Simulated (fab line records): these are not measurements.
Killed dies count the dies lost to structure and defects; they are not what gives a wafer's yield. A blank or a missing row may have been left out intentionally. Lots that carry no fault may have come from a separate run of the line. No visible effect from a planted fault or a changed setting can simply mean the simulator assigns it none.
The same fault as seen by 2 desks || flow rit cmos || only its own numbers are on each desk; what lay behind them is given at the end

## THE METROLOGY DESK
What the gauges read for every lot (on any tool): the sampled wafers with a number, averaged. If a lot's mean is further than 4 standard deviations from the usual mean, the lot is out of limits and carries the mark OUT (the distance appears in the brackets).
Columns: A = ACTIVE_OXIDE_THK at RIT_ACTIVE_THK_MEAS_02, usual 46.3 nm; B = M1_AL_RS at RIT_M1_RS_MEAS_01, usual 0.0734 ohm/sq; C = cd nm at RIT_M1_CD_MEAS_09, usual 2600.3 nm; D = M1_BOW at RIT_M1_BOW_MEAS_16, usual 17 um
{"lot": "L468", "first seen here": "day 1 17:18", "A": 45.8, "B": 0.0727, "C": 2601.0, "D": 15}
{"lot": "L470", "first seen here": "day 2 03:50", "A": 46.1, "B": 0.0724, "C": 2599.6, "D": 10}
{"lot": "L471", "first seen here": "day 2 08:36", "A": 46.2, "B": 0.0738, "C": 2594.9, "D": 16}
{"lot": "L472", "first seen here": "day 2 13:04", "A": 45.3, "B": 0.0729, "C": 2598.4, "D": 18}
{"lot": "L473", "first seen here": "day 2 20:37", "A": 46.4, "B": 0.0725, "C": 2600.3, "D": 19}
{"lot": "L474", "first seen here": "day 3 01:06", "A": 45.8, "B": 0.0746, "C": 2603.0, "D": 20}
{"lot": "L476", "first seen here": "day 3 10:29", "A": "53.2 (+8.6) OUT", "B": 0.0748, "C": 2601.8, "D": 19}
{"lot": "L477", "first seen here": "day 3 14:17", "A": "53.1 (+8.5) OUT", "B": 0.0736, "C": 2602.7, "D": 13}
{"lot": "L478", "first seen here": "day 3 19:30", "A": 46.5, "B": 0.0740, "C": 2599.8, "D": 19}
{"lot": "L479", "first seen here": "day 4 01:55", "A": 46.6, "B": 0.0750, "C": 2598.4, "D": 12}
{"lot": "L482", "first seen here": "day 4 15:05", "A": 47.1, "B": 0.0734, "C": 2599.7, "D": 16}
{"lot": "L488", "first seen here": "day 5 21:58", "A": 47.2, "B": 0.0732, "C": 2602.0, "D": 21}
{"lot": "L489", "first seen here": "day 6 02:04", "A": 46.1, "B": 0.0732, "C": 2596.6, "D": 18}
{"lot": "L490", "first seen here": "day 6 07:37", "A": 47.3, "B": 0.0749, "C": 2601.7, "D": 17}
This desk's finding: out of limits on L476, L477; first on L476, day 3 10:29 (ACTIVE_OXIDE_THK at RIT_ACTIVE_THK_MEAS_02). Within limits: L468, L470, L471, L472, L473, L474, L478, L479, L482, L488, L489, L490.

## FOR THE TOOL OWNER'S DESK: furnace-01
The tool's own readings at RIT_ACTIVE_OXIDATION_01 (target thk 46.8 nm, ox time 3317 s): means of the sampled wafers that have a number, for each lot that ran on this tool. If a lot's mean is further than 4 standard deviations from the usual mean, the lot is out of limits and carries the mark OUT (the distance appears in the brackets).
Columns: A = spike tc centre C at RIT_ACTIVE_OXIDATION_01, usual 1002.7 C; B = spike tc load C at RIT_ACTIVE_OXIDATION_01, usual 1025.6 C; C = spike tc source C at RIT_ACTIVE_OXIDATION_01, usual 1022.2 C; D = tube center temp C at RIT_ACTIVE_OXIDATION_01, usual 1000 C; E = tube_center_temp_C_max at RIT_ACTIVE_OXIDATION_01, usual 1002.6; F = zone power source pct at RIT_ACTIVE_OXIDATION_01, usual 31.8 %
{"lot": "L468", "first seen here": "day 1 15:22", "A": 1002.2, "B": 1023.9, "C": 1025.6, "D": 1000, "E": 1002.8, "F": 33.0}
{"lot": "L470", "first seen here": "day 2 01:52", "A": 1002.5, "B": 1025.2, "C": 1024.8, "D": 1000, "E": 1002.6, "F": 33.0}
{"lot": "L473", "first seen here": "day 2 18:40", "A": 1001.7, "B": 1025.9, "C": 1025.6, "D": 1000, "E": 1002.8, "F": 33.0}
{"lot": "L474", "first seen here": "day 2 23:10", "A": 1001.8, "B": 1025.5, "C": 1024.7, "D": 1000, "E": 1002.3, "F": 33.3}
{"lot": "L476", "first seen here": "day 3 08:34", "A": "1016.3 (+11) OUT", "B": "1039.8 (+13) OUT", "C": "1039.5 (+8.2) OUT", "D": "1015 (+99 or more) OUT", "E": "1017.6 (+35) OUT", "F": 34.5}
{"lot": "L477", "first seen here": "day 3 12:20", "A": "1017.1 (+12) OUT", "B": "1039.0 (+12) OUT", "C": "1040.7 (+8.8) OUT", "D": "1015 (+99 or more) OUT", "E": "1017.3 (+34) OUT", "F": 34.4}
This desk's finding: out of limits on L476, L477; first on L476, day 3 08:34 (spike tc centre C at RIT_ACTIVE_OXIDATION_01). Within limits: L468, L470, L473, L474.

## PUT TOGETHER
At day 3 08:34, on L476, L477, the tool owner's desk was in a position to raise an alarm.
At day 3 10:29 the metrology desk could have sounded an alarm, on L476, L477.
All the named lots went through RIT_ACTIVE_OXIDATION_01 on furnace-01.

## WHAT HAD BEEN PUT IN BY THE SIMULATOR
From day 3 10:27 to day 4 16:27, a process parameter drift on furnace-01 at RIT_ACTIVE_OXIDATION_01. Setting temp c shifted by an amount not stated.
Lots struck among those shown: L476, L477.
